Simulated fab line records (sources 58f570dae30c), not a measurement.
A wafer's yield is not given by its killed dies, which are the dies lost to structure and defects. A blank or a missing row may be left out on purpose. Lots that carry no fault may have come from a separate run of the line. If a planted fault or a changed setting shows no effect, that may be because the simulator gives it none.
Matching of chambers	flow berkeleyCmos170	UCB170_V2_CMP_02 on cmp-01: 3 sister chambers
The step polishes SiO2. 6 wafers are shown with their chamber, then 4 later ones without.

## WAFERS PAIRED WITH THEIR CHAMBERS
wafer	chamber	motorCurrentA (A)	platenRpm (rpm)
L192.5	2	16.3	60.02
L205.3	3	17.3	60.00
L205.4	1	14.8	60.02
L205.6	3	16.6	60.01
L206.1	2	16.8	60.05
L206.5	1	15.2	60.00

## WAFERS WITH NO CHAMBER GIVEN
wafer	motorCurrentA (A)	platenRpm (rpm)
L207.1	17.1	60.00
L207.3	15.6	60.01
L210.1	16.7	60.06
L210.3	16.2	59.95

## THE CHAMBER EACH PASSED THROUGH
wafer	from the rows above	in truth
L207.1	3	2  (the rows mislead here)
L207.3	can't be placed: 1 or 2 or 3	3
L210.1	can't be placed: 2 or 3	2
L210.3	can't be placed: 3 or 1 or 2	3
Correct placement for 0 of the 4. Can't be placed from these rows: 3 (the true chamber is among the candidates in 3). 1 placed wrongly.
How it was worked out, from the rows above alone: a wafer's distance from a chamber is the root of the sum, over the readings, of the square of ((its reading less the chamber's mean) divided by the reading's scatter). The wafer belongs to the nearest chamber; if the next one is less than 2 further off, it can't be placed. For every chamber, the mean is computed from those of its wafers that are shown. The scatter is the square root of a quotient: the sum, over the shown wafers, of each reading's squared deviation from its chamber's mean, divided by wafers minus chambers.
